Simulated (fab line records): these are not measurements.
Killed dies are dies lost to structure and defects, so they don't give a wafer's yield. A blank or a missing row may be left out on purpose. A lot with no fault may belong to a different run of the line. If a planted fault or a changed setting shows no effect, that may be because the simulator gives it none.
2 desks looking at one fault | flow berkeley-cmos170 | each desk holds nothing but its own numbers, with what lay behind them at the end

## THE METROLOGY DESK
Means of the sampled wafers that have a number, per lot and without regard to the tool the lot ran on: this is what the gauges read. Marked OUT: a lot whose mean sits more than 4 standard deviations from the usual mean, which makes it out of limits; the brackets give that distance.
Columns: A = V2_POLISHED_THK at UCB170_V2_THK_MEAS_04, usual 1000.1 nm; B = M3_BOW at UCB170_M3_BOW_MEAS_20, usual 35 um
lot  | first seen here | A      | B
L786 | day 9 04:58     | 999.9  | 32
L788 | day 9 07:17     | 999.5  | 38
L787 | day 9 09:35     | 999.3  | 30
L791 | day 9 22:13     | 1000.1 | 39
L790 | day 9 23:17     | 999.7  | 33
L789 | day 10 00:55    | 999.0  | 34
L803 | day 12 08:08    | 1001.1 | 33
L806 | day 12 12:56    | 1000.7 | 40
L805 | day 12 15:46    | 1000.5 | 32
L808 | day 13 03:49    | 1002.4 | 37
This desk found nothing out of limits on any of the 10 lots.

## AT THE TOOL OWNER'S DESK: rie-diel-04
The tool's own readings at UCB170_V1_ETCH_14 (etches SiO2 in CHF3/CF4/Ar, stops on Al, target depth 1250 nm, time 291 s): means of the sampled wafers that have a number, for each lot that ran on this tool. Marked OUT: a lot whose mean sits more than 4 standard deviations from the usual mean, which makes it out of limits; the brackets give that distance.
Columns: A = drypump-motor-current-A at UCB170_V1_ETCH_14, usual 5.5 A; B = oes-product-au at UCB170_V1_ETCH_14, usual 0.871 a.u.; C = throttle-valve-pct at UCB170_V1_ETCH_14, usual 6.97 %
lot  | first seen here | A   | B     | C
L786 | day 9 00:53     | 5.2 | 0.850 | 6.98
L791 | day 9 18:25     | 5.2 | 0.850 | 6.98
L789 | day 9 20:46     | 5.1 | 0.852 | 6.94
L803 | day 12 02:53    | 5.1 | 0.860 | 6.98
This desk found nothing out of limits on any of the 4 lots.

## PUT TOGETHER
At the metrology desk, nothing out of limits was observed.
The desk of the tool owner found nothing out of limits.

## WHAT WAS PUT IN BY THE SIMULATOR
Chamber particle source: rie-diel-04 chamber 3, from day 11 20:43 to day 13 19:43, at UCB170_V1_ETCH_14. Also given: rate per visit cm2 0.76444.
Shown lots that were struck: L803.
